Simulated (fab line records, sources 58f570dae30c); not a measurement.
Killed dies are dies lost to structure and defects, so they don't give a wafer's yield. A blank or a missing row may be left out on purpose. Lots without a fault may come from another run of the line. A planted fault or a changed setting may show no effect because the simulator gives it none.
fab line records | flow berkeley_cmos170
record lots=5 wafers=23
route steps=331 shown ZERO@12 NWELL@24 PWELL@39 WELLDRIVE@56 PVT@116 PLDD@149 NLDD@159
start_h: hours from the record's first day to the start of the lot's first wafer shown | wait_h: hours since the lot's step before | " the same as in the row above | L1.1+2: a row that stands for several wafers | - no value, or no start given | * or withheld: withheld | < > ~ a bound
route shown NAME@n: a module of which the file shows steps, and the number in the route of the first | usual: mean/standard deviation of fault-free wafers | same: alike in all rows | chamber/n: place in a boat | sites: the reading at each site | _std_site: their standard deviation | _edge_site: outer sites' mean less inner sites' | radius_mm: how far each site lies from the wafer's centre | mask NAME#n: copy n | behind: the tool/chamber that last shaped the wafer | hold: why the lot was held/for how many hours/how that ended | device: the transistor (n, p or np) that didn't switch | end of line: the same wafers' tests at the end of the route | a step without rows: its recipe alone | killed: dies lost to structure and defects at the first sort, not the wafer's yield | map: a wafer's dies, x killed, . not, _ none there
set.NAME: the setting as run; set.NAME@STEP: as run at that earlier step | model.NAME: the simulator's own value behind a step, which no gauge read
lots whose settings were changed on purpose; a table a step, a row a wafer
## steps
# step UCB170_ZERO_ETCH_06
# recipe chemistry=CHF3/CF4/Ar target=SiO2 time_s=12 pressure_mtorr=100 rf_w=500 CHF3_flow_sccm=50 cf4_flow_sccm=10 Ar_flow_sccm=120 over_etch_frac=1.58
# usual oes_product_au=0.622/0.0073
# columns lot.wafer tool chamber start_h wait_h set.over_etch_frac oes_product_au
L074.2 rie_diel-04 1 18.73 - 1.58 0.626
L074.3 " 3 " " 1.58 0.616
L074.4 " 0 " " 1.58 0.625
L077.1 rie_diel-02 2 38.56 - 1.58 0.628
L077.2 " 0 " " 1.26 0.647
L077.3 " 1 " " 1.58 0.624
L077.4 " 3 " " 1.58 0.616
L077.6 " 1 " " 1.26 0.665
L078.1 rie_diel-01 3 38.80 - 1.58 0.623
L078.2 " 0 " " 1.58 0.620
L078.3 " 2 " " 1.58 0.627
L078.5 " 1 " " 1.58 0.620
L078.6 " 2 " " 1.58 0.630
L079.1 rie_diel-02 0 47.76 - 1.58 0.613
L079.2 " 2 " " 1.58 0.631
L079.4 " 3 " " 1.84 0.588
L079.5 " 2 " " 1.84 0.605
L079.6 " 1 " " 1.58 0.617
L083.1 rie_diel-02 2 67.26 - 1.58 0.621
L083.2 " 3 " " 1.911 0.588
L083.3 " 0 " " 1.911 0.594
L083.4 " 2 " " 1.58 0.632
L083.5 " 0 " " 1.911 0.596
# step UCB170_NWELL_PEB_10
# recipe peb_temp_c=130 peb_time_s=withheld resist=KrF
# columns lot.wafer tool chamber start_h wait_h set.peb_temp_c
L074.2+3+4 litho_track-03 0 35.62 0.1 130
L078.1+2 litho_track-01 0 52.39 0.1 133.8
L078.3+5+6 " 0 " " 130
L077.1+6 litho_track-01 0 53.12 0.7 127.1
L077.2+3+4 " 0 " " 130
L079.1+4+6 litho_track-01 0 56.24 0.1 130
L079.2+5 " 0 " " 131.4
L083.1+3+4 litho_track-01 0 81.27 0.8 126.4
L083.2+5 " 0 " " 130
# step UCB170_NWELL_DEVELOP_11
# recipe developer=TMAH develop_time_s=45 resist=KrF dev_temp_c=21
# step UCB170_NWELL_ETCH_13
# recipe chemistry=CH3F/Ar/O2 target=Si3N4 stop_on=SiO2 CH3F_flow_sccm=20 Ar_flow_sccm=50 O2_flow_sccm=7 pressure_mtorr=50 rf_w=450 target_depth_a=2464 over_etch_frac=0.1 time_s=154
# columns lot.wafer tool chamber start_h wait_h set.peb_temp_c@NWELL_PEB_10 model.NWELL.cd_nm
L074.2+3+4 rie_diel-01 0,2,3 35.90 0.0 130 3000
L078.1 rie_diel-02 0 52.70 0.0 133.8 3022
L078.2 " 2 " " 133.8 3021
L078.3 " 3 " " 130 3001
L078.5+6 " 2,3 " " 130 2999
L077.1+6 rie_diel-01 3,0 53.43 0.0 127.1 2979
L077.2 " 1 " " 130 2999
L077.3+4 " 2,0 " " 130 3001
L079.1+6 rie_diel-02 3,2 56.55 0.0 130 3000
L079.2 " 2 " " 131.4 3009
L079.4 " 1 " " 130 -
L079.5 " 3 " " 131.4 3010
L083.1 rie_diel-02 0 81.58 0.0 126.4 2971
L083.2 " 1 " " 130 3001
L083.3 " 3 " " 126.4 2972
L083.4 " 2 " " 126.4 2973
L083.5 " 2 " " 130 2999
# step UCB170_PWELL_CVD_05
# recipe material=Si3N4 target_thk_nm=220 temp_c=800 precursor=SiH2Cl2/NH3 time_s=3300 pressure_mtorr=200 sih2cl2_flow_sccm=25 nh3_flow_sccm=75
# columns lot.wafer tool chamber start_h wait_h set.temp_c model.Si3N4_of_PWELL_CVD_05.thk_nm
L074.2 lpcvd-01 0 47.61 0.0 800 219.6
L074.3 " 0 " " 800 220.1
L074.4 " 0 " " 800 221.2
L078.1 - - - 0.0 807.3 250.3
L078.2 " - " " 807.3 251.9
L078.3 " - " " 807.3 250.4
L078.5 " - " " 807.3 252.7
L078.6 " - " " 807.3 249.8
L077.1+2 - - - 1.6 784 163.5
L077.3 " - " " 784 164.4
L077.4 " - " " 784 166
L077.6 " - " " 784 165
L079.1 - - - 1.6 800 225.7
L079.2 " - " " 800 224.8
L079.4 " - " " 800 224.7
L079.5 " - " " 800 223.8
L079.6 " - " " 800 224.1
L083.1 - - - 0.0 808.1 253.1
L083.2 " - " " 808.1 251.4
L083.3+5 " - " " 808.1 253.3
L083.4 " - " " 808.1 253
# step UCB170_PWELL_THK_MEAS_06
# recipe reads=Si3N4_of_PWELL_CVD_05
# usual PWELL_NITRIDE_THK=219.2/2.7
# columns lot.wafer tool chamber start_h wait_h set.temp_c@PWELL_CVD_05 PWELL_NITRIDE_THK[nm]
L074.2 film_metro-03 - 49.54 0.0 800 219.4
L074.3 " - " " 800 220.1
L074.4 " - " " 800 221.2
L078.1 film_metro-04 - - - 807.3 250.4
L078.2 " - " " 807.3 251.9
L078.3 " - " " 807.3 250.6
L078.5 " - " " 807.3 252.8
L078.6 " - " " 807.3 249.8
L077.1 film_metro-01 - - - 784 163.6
L077.2 " - " " 784 163.6
L077.3 " - " " 784 164.4
L077.4 " - " " 784 166.0
L077.6 " - " " 784 165.2
L079.1 film_metro-04 - - - 800 225.7
L079.2 " - " " 800 224.8
L079.4 " - " " 800 224.7
L079.5 " - " " 800 223.9
L079.6 " - " " 800 224.0
L083.1 film_metro-01 - - - 808.1 253.2
L083.2 " - " " 808.1 251.1
L083.3 " - " " 808.1 253.4
L083.4 " - " " 808.1 253.1
L083.5 " - " " 808.1 253.4
# step UCB170_PWELL_COAT_08
# recipe resist=KrF spin_rpm=1500 resist_thk_nm=900
# columns lot.wafer tool chamber start_h wait_h set.spin_rpm model.KrF_of_PWELL_COAT_08.thk_nm
L074.2 litho_track-03 0 49.76 0.1 1500 896.3
L074.3+4 " 0 " " 1500 896.4
L078.1 litho_track-04 0 70.63 0.1 1500 899.5
L078.2 " 0 " " 1568 882.6
L078.3 " 0 " " 1568 882.2
L078.5 " 0 " " 1500 900.6
L078.6 " 0 " " 1500 901.4
L079.1 litho_track-03 0 77.01 0.1 1466 906.7
L079.2 " 0 " " 1500 897.8
L079.4 " 0 " " 1500 896.9
L079.5 " 0 " " 1466 907
L079.6 " 0 " " 1466 905.2
L077.1 litho_track-04 0 77.05 0.1 1393 941.7
L077.2 " 0 " " 1393 938.9
L077.3 " 0 " " 1500 906.4
L077.4 " 0 " " 1393 941.2
L077.6 " 0 " " 1500 904.5
L083.1 litho_track-03 0 95.50 0.1 1395 935.9
L083.2 " 0 " " 1395 936.9
L083.3 " 0 " " 1500 902
L083.4 " 0 " " 1395 935.7
L083.5 " 0 " " 1500 902.5
# step UCB170_PWELL_SOFTBAKE_09
# recipe resist=KrF temp_c=130 time_s=60
# step UCB170_PWELL_EXPOSE_10
# recipe mask_id=PWELL target_cd_nm=3000 na=0.5 sigma_outer=0.6 source_shape=conventional dose_mj=19
# step UCB170_PWELL_DEVELOP_12
# recipe developer=TMAH develop_time_s=45 resist=KrF dev_temp_c=21
# step UCB170_PWELL_ETCH_14
# recipe chemistry=CH3F/Ar/O2 target=Si3N4 stop_on=SiO2 CH3F_flow_sccm=20 Ar_flow_sccm=50 O2_flow_sccm=7 pressure_mtorr=50 rf_w=450 target_depth_a=2420 over_etch_frac=0.1 time_s=151
# usual oes_product_au=0.938/0.016
# columns lot.wafer tool chamber start_h wait_h set.temp_c@PWELL_CVD_05 oes_product_au model.etch.depth_nm
L074.2 rie_diel-04 3 50.64 0.0 800 0.932 219.6
L074.3 " 2 " " 800 0.952 220.1
L074.4 " 2 " " 800 0.964 221.2
L078.1 rie_diel-04 0 72.09 0.0 807.3 0.995 240.7
L078.2 " 2 " " 807.3 1.023 -
L078.3 " 1 " " 807.3 1.018 -
L078.5 " 3 " " 807.3 0.986 -
L078.6 " 0 " " 807.3 0.986 237.8
L079.1 rie_diel-02 3 78.14 0.0 800 0.949 225.7
L079.2 " 0 " " 800 0.948 224.8
L079.4 " 2 " " 800 0.969 224.7
L079.5 " 2 " " 800 0.973 223.8
L079.6 " 3 " " 800 0.944 224.1
L077.1 rie_diel-04 1 78.21 0.0 784 0.804 163.5
L077.2 " 3 " " 784 0.791 -
L077.3 " 2 " " 784 0.814 -
L077.4 " 0 " " 784 0.809 166
L077.6 " 0 " " 784 0.807 165
L083.1 rie_diel-03 0 96.56 0.0 808.1 0.992 -
L083.2 " 3 " " 808.1 0.979 -
L083.3 " 2 " " 808.1 0.980 241.6
L083.4 " 1 " " 808.1 0.987 240.7
L083.5 " 1 " " 808.1 0.976 -
# step UCB170_PWELL_IMPLANT_15
# recipe species=B dose_cm2=5e+12 energy_kev=60 tilt_deg=7
# step UCB170_PWELL_STRIP_16
# recipe chemistry=O2 power_w=400 pressure_mtorr=3500 platen_temp_c=withheld o2_flow_sccm=400 overash_fraction=0.5
# usual strip_time_to_endpoint_s=18.11/0.11
# columns lot.wafer tool chamber start_h wait_h set.spin_rpm@PWELL_COAT_08 strip_time_to_endpoint_s
L074.2 plasma_asher-02 0 50.89 0.1 1500 17.94
L074.3 " 1 " " 1500 17.88
L074.4 " 0 " " 1500 17.93
L078.1 plasma_asher-02 1 72.34 0.1 1500 18.10
L078.2 " 0 " " 1568 17.58
L078.3 " 1 " " 1568 17.62
L078.5 " 1 " " 1500 18.08
L078.6 " 0 " " 1500 18.19
L079.1 plasma_asher-02 1 78.39 0.1 1466 18.17
L079.2 " 0 " " 1500 18.16
L079.4 " 0 " " 1500 17.97
L079.5 " 1 " " 1466 18.29
L079.6 " 0 " " 1466 18.11
L077.1 plasma_asher-01 1 78.46 0.1 1393 19.12
L077.2 " 0 " " 1393 19.04
L077.3 " 1 " " 1500 18.24
L077.4 " 0 " " 1393 19.16
L077.6 " 1 " " 1500 18.28
L083.1 plasma_asher-01 0 96.82 0.1 1395 19.00
L083.2 " 1 " " 1395 18.95
L083.3 " 0 " " 1500 18.15
L083.4 " 1 " " 1395 18.94
L083.5 " 0 " " 1500 18.20
# step UCB170_WELLDRIVE_OXIDATION_01
# recipe temp_c=1100 ambient=O2 target_thk_a=1990 ox_time_s=9000
# columns lot.wafer tool chamber start_h wait_h set.temp_c model.SiO2_of_WELLDRIVE_OXIDATION_01.thk_nm
L074.2 furnace-02 0 59.96 3.2 1100 201.2
L074.3 " 0 " " 1100 200.6
L074.4 " 0 " " 1100 203.9
L078.1 - - - 1.0 1077 173.7
L078.2 " - " " 1077 171.1
L078.3 " - " " 1077 172.3
L078.5 " - " " 1077 175.3
L078.6 " - " " 1077 170.1
L077.1 - - - 1.2 1100 204.1
L077.2 " - " " 1100 199.9
L077.3 " - " " 1100 200.3
L077.4 " - " " 1100 202
L077.6 " - " " 1100 201.8
L079.1 - - - 2.0 1100 194.9
L079.2 " - " " 1100 201.6
L079.4 " - " " 1100 196
L079.5 " - " " 1100 197.9
L079.6 " - " " 1100 199.9
L083.1 - - - 3.5 1117 216.8
L083.2 " - " " 1117 217.9
L083.3 " - " " 1117 216.7
L083.4 " - " " 1117 218
L083.5 " - " " 1117 218.5
# step UCB170_WELLDRIVE_THK_MEAS_02
# recipe reads=SiO2_of_WELLDRIVE_OXIDATION_01
# usual WELLDRIVE_OXIDE_THK=200.7/2.6
# columns lot.wafer tool chamber start_h wait_h set.temp_c@WELLDRIVE_OXIDATION_01 WELLDRIVE_OXIDE_THK[nm]
L074.2 film_metro-01 - 63.47 0.0 1100 201.0
L074.3 " - " " 1100 200.6
L074.4 " - " " 1100 203.8
L078.1 film_metro-02 - - - 1077 173.7
L078.2 " - " " 1077 171.1
L078.3 " - " " 1077 172.4
L078.5 " - " " 1077 175.3
L078.6 " - " " 1077 170.2
L077.1 film_metro-01 - - - 1100 204.1
L077.2 " - " " 1100 200.0
L077.3 " - " " 1100 200.3
L077.4 " - " " 1100 202.1
L077.6 " - " " 1100 201.9
L079.1 film_metro-02 - - - 1100 194.9
L079.2 " - " " 1100 201.8
L079.4 " - " " 1100 195.9
L079.5 " - " " 1100 198.0
L079.6 " - " " 1100 199.7
L083.1 film_metro-04 - - - 1117 216.7
L083.2 " - " " 1117 217.9
L083.3 " - " " 1117 216.7
L083.4 " - " " 1117 218.0
L083.5 " - " " 1117 218.5
# step UCB170_PVT_COAT_01
# recipe resist=KrF spin_rpm=1500 resist_thk_nm=900
# columns lot.wafer tool chamber start_h wait_h set.resist_thk_nm model.KrF_of_PVT_COAT_01.thk_nm
L074.2 litho_track-03 0 112.96 0.1 900 899
L074.3 " 0 " " 900 899.8
L074.4 " 0 " " 900 901
L078.1 litho_track-04 0 129.83 0.1 868.3 868.1
L078.2 " 0 " " 900 900.9
L078.3 " 0 " " 900 897.2
L078.5 " 0 " " 900 901.2
L078.6 " 0 " " 868.3 867
L077.1 litho_track-03 0 142.09 0.1 900 901.2
L077.2 " 0 " " 876.2 878.4
L077.3 " 0 " " 876.2 878.1
L077.4 " 0 " " 900 901.6
L077.6 " 0 " " 900 902.8
L079.1+6 litho_track-03 0 142.54 0.1 900 899.3
L079.2 " 0 " " 900 897.2
L079.4 " 0 " " 900 897.6
L079.5 " 0 " " 900 897.8
L083.1 litho_track-02 0 159.11 0.1 862.4 866.8
L083.2 " 0 " " 862.4 866.4
L083.3 " 0 " " 900 905.1
L083.4 " 0 " " 900 903
L083.5 " 0 " " 900 903.8
# step UCB170_PVT_IMPLANT_07
# recipe species=P dose_cm2=2e+12 energy_kev=30 tilt_deg=7
# columns lot.wafer tool chamber start_h wait_h set.tilt_deg
L074.2+3+4 implanter-02 0 113.76 0.0 7
L078.1+2+6 implanter-02 0 130.56 0.0 7.423
L078.3+5 " 0 " " 7
L077.1+2+3+4+6 implanter-02 0 143.22 0.0 7
L079.1+2+4+5+6 implanter-04 0 143.43 0.0 7
L083.1+4 implanter-04 0 159.97 0.0 7.688
L083.2+3+5 " 0 " " 7
# step UCB170_PVT_STRIP_08
# recipe chemistry=O2 power_w=400 pressure_mtorr=3500 platen_temp_c=withheld o2_flow_sccm=400 overash_fraction=0.5
# usual strip_time_to_endpoint_s=21.68/0.063
# columns lot.wafer tool chamber start_h wait_h set.resist_thk_nm@PVT_COAT_01 strip_time_to_endpoint_s
L074.2 plasma_asher-01 0 113.88 0.1 900 21.60
L074.3 " 0 " " 900 21.63
L074.4 " 1 " " 900 21.66
L078.1 plasma_asher-02 1 130.71 0.1 868.3 20.87
L078.2 " 0 " " 900 21.65
L078.3 " 1 " " 900 21.58
L078.5 " 0 " " 900 21.65
L078.6 " 1 " " 868.3 20.85
L077.1 plasma_asher-01 1 143.37 0.1 900 21.66
L077.2 " 0 " " 876.2 21.11
L077.3 " 0 " " 876.2 21.11
L077.4 " 1 " " 900 21.67
L077.6 " 0 " " 900 21.69
L079.1 plasma_asher-04 0 143.58 0.1 900 21.62
L079.2 " 1 " " 900 21.56
L079.4 " 0 " " 900 21.56
L079.5 " 0 " " 900 21.59
L079.6 " 1 " " 900 21.61
L083.1 plasma_asher-04 0 160.12 0.1 862.4 20.83
L083.2 " 1 " " 862.4 20.83
L083.3 " 1 " " 900 21.76
L083.4 " 0 " " 900 21.71
L083.5 " 0 " " 900 21.74
# step UCB170_PLDD_PEB_04
# recipe peb_temp_c=130 peb_time_s=withheld resist=KrF
# columns lot.wafer tool chamber start_h wait_h set.peb_temp_c
L074.2+3+4 litho_track-01 0 129.24 0.1 130
L078.1+3+6 litho_track-01 0 146.10 0.1 130
L078.2+5 " 0 " " 132.7
L077.1+6 litho_track-02 0 156.74 0.3 127
L077.2+3+4 " 0 " " 130
L079.1+5 litho_track-01 0 156.83 0.2 130
L079.2+4+6 " 0 " " 132.6
L083.1+2+3+4+5 litho_track-02 0 174.36 0.1 130
# step UCB170_PLDD_DEVELOP_05
# recipe developer=TMAH develop_time_s=45 resist=KrF dev_temp_c=21
# step UCB170_PLDD_CD_MEAS_06
# recipe target_cd_nm=1200
# usual cd_nm=1199.2/1.2
# columns lot.wafer tool chamber start_h wait_h set.peb_temp_c@PLDD_PEB_04 cd_nm
L074.2 cd_sem-02 - 129.51 - 130 1197.5
L074.3 " - " " 130 1200.1
L074.4 " - " " 130 1200.5
L078.1 cd_sem-01 - 146.38 - 130 1198.7
L078.2 " - " " 132.7 1214.4
L078.3 " - " " 130 1197.2
L078.5 " - " " 132.7 1216.0
L078.6 " - " " 130 1198.2
L077.1 cd_sem-01 - 157.01 - 127 1176.8
L077.2 " - " " 130 1200.6
L077.3 " - " " 130 1199.1
L077.4 " - " " 130 1198.2
L077.6 " - " " 127 1176.7
L079.1 cd_sem-02 - 157.11 - 130 1199.0
L079.2 " - " " 132.6 1215.3
L079.4 " - " " 132.6 1215.8
L079.5 " - " " 130 1200.5
L079.6 " - " " 132.6 1215.3
L083.1 cd_sem-02 - 174.64 - 130 1199.3
L083.2 " - " " 130 1198.7
L083.3 " - " " 130 1198.8
L083.4 " - " " 130 1199.0
L083.5 " - " " 130 1198.7
# step UCB170_NLDD_COAT_01
# recipe resist=KrF spin_rpm=1500 resist_thk_nm=900
# columns lot.wafer tool chamber start_h wait_h set.resist_thk_nm model.KrF_of_NLDD_COAT_01.thk_nm
L074.2 litho_track-01 0 130.67 0.1 900 899.3
L074.3 " 0 " " 900 901
L074.4 " 0 " " 900 898.4
L078.1 litho_track-04 0 147.71 0.1 857.5 856.6
L078.2 " 0 " " 857.5 858.4
L078.3 " 0 " " 900 898.1
L078.5 " 0 " " 857.5 857.7
L078.6 " 0 " " 900 900
L077.1 litho_track-01 0 158.01 0.1 859.9 856.9
L077.2 " 0 " " 900 899.2
L077.3 " 0 " " 900 898.9
L077.4 " 0 " " 859.9 858.7
L077.6 " 0 " " 900 901.4
L079.1 litho_track-03 0 158.11 0.1 900 901.4
L079.2 " 0 " " 900 903.7
L079.4 " 0 " " 900 898.4
L079.5 " 0 " " 900 901.9
L079.6 " 0 " " 900 901.2
L083.1 litho_track-01 0 175.62 0.1 919.6 918.6
L083.2 " 0 " " 919.6 923.8
L083.3 " 0 " " 919.6 919.4
L083.4 " 0 " " 900 899.2
L083.5 " 0 " " 900 902.5
# step UCB170_NLDD_IMPLANT_08
# recipe species=As dose_cm2=5e+13 energy_kev=30 tilt_deg=7 rotation_deg=0
# columns lot.wafer tool chamber start_h wait_h set.dose_cm2
L074.2+3+4 implanter-03 0 131.74 0.0 5e+13
L078.1+2 implanter-01 0 148.56 0.0 4.678e+13
L078.3+5+6 " 0 " " 5e+13
L077.1+3 implanter-04 0 158.86 0.0 5e+13
L077.2+4+6 " 0 " " 4.751e+13
L079.1+2+4+5+6 implanter-03 0 159.13 0.0 5e+13
L083.1+2+3+4+5 implanter-01 0 176.63 0.0 5e+13
# step UCB170_NLDD_IMPLANT_09
# recipe species=As dose_cm2=5e+13 energy_kev=30 tilt_deg=7 rotation_deg=180
# step UCB170_NLDD_STRIP_10
# recipe chemistry=O2 power_w=400 pressure_mtorr=3500 platen_temp_c=withheld o2_flow_sccm=400 overash_fraction=0.5
# usual strip_time_to_endpoint_s=21.63/0.061
# columns lot.wafer tool chamber start_h wait_h set.resist_thk_nm@NLDD_COAT_01 strip_time_to_endpoint_s
L074.2 plasma_asher-01 1 132.01 0.1 900 21.63
L074.3 " 0 " " 900 21.65
L074.4 " 1 " " 900 21.59
L078.1 plasma_asher-01 1 148.86 0.1 857.5 20.59
L078.2 " 0 " " 857.5 20.63
L078.3 " 1 " " 900 21.58
L078.5 " 1 " " 857.5 20.60
L078.6 " 0 " " 900 21.61
L077.1 plasma_asher-03 1 159.16 0.1 859.9 20.58
L077.2 " 0 " " 900 21.60
L077.3 " 0 " " 900 21.58
L077.4 " 1 " " 859.9 20.64
L077.6 " 0 " " 900 21.66
L079.1 plasma_asher-04 0 159.43 0.1 900 21.67
L079.2 " 1 " " 900 21.71
L079.4 " 1 " " 900 21.61
L079.5 " 1 " " 900 21.68
L079.6 " 0 " " 900 21.65
L083.1 plasma_asher-04 1 176.93 0.1 919.6 22.07
L083.2 " 0 " " 919.6 22.22
L083.3 " 0 " " 919.6 22.10
L083.4 " 1 " " 900 21.61
L083.5 " 1 " " 900 21.69
## key
split step=UCB170_ZERO_ETCH_06 setting=over_etch_frac stated=1.58 by=wafer
response step=UCB170_ZERO_ETCH_06 reading=oes_product_au change=-0.0016 per=1% r=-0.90
split step=UCB170_NWELL_PEB_10 setting=peb_temp_c stated=130 by=wafer
response step=UCB170_NWELL_ETCH_13 reading=model.NWELL.cd_nm change=+8.89 per=1% r=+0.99
split step=UCB170_PWELL_CVD_05 setting=temp_c stated=800 by=lot
response step=UCB170_PWELL_CVD_05 reading=model.Si3N4_of_PWELL_CVD_05.thk_nm change=+29.5 per=1% r=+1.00
response step=UCB170_PWELL_THK_MEAS_06 reading=PWELL_NITRIDE_THK change=+29.5 per=1% r=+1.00
response step=UCB170_PWELL_ETCH_14 reading=oes_product_au change=+0.0631 per=1% r=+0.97
response step=UCB170_PWELL_ETCH_14 reading=model.etch.depth_nm change=+26 per=1% r=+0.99
split step=UCB170_PWELL_COAT_08 setting=spin_rpm stated=1500 by=wafer
response step=UCB170_PWELL_COAT_08 reading=model.KrF_of_PWELL_COAT_08.thk_nm change=-4.7 per=1% r=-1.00
response step=UCB170_PWELL_STRIP_16 reading=strip_time_to_endpoint_s change=* per=1% r=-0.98
split step=UCB170_WELLDRIVE_OXIDATION_01 setting=temp_c stated=1100 by=lot
response step=UCB170_WELLDRIVE_OXIDATION_01 reading=model.SiO2_of_WELLDRIVE_OXIDATION_01.thk_nm change=+12.5 per=1% r=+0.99
response step=UCB170_WELLDRIVE_THK_MEAS_02 reading=WELLDRIVE_OXIDE_THK change=+12.5 per=1% r=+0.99
split step=UCB170_PVT_COAT_01 setting=resist_thk_nm stated=900 by=wafer
response step=UCB170_PVT_COAT_01 reading=model.KrF_of_PVT_COAT_01.thk_nm change=+9.01 per=1% r=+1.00
response step=UCB170_PVT_STRIP_08 reading=strip_time_to_endpoint_s change=* per=1% r=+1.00
split step=UCB170_PVT_IMPLANT_07 setting=tilt_deg stated=7 by=wafer
response none clear
split step=UCB170_PLDD_PEB_04 setting=peb_temp_c stated=130 by=wafer
response step=UCB170_PLDD_CD_MEAS_06 reading=cd_nm change=+8.74 per=1% r=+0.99
split step=UCB170_NLDD_COAT_01 setting=resist_thk_nm stated=900 by=wafer
response step=UCB170_NLDD_COAT_01 reading=model.KrF_of_NLDD_COAT_01.thk_nm change=+9.1 per=1% r=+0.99
response step=UCB170_NLDD_STRIP_10 reading=strip_time_to_endpoint_s change=* per=1% r=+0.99
split step=UCB170_NLDD_IMPLANT_08 setting=dose_cm2 stated=5e+13 by=wafer
response none in this file
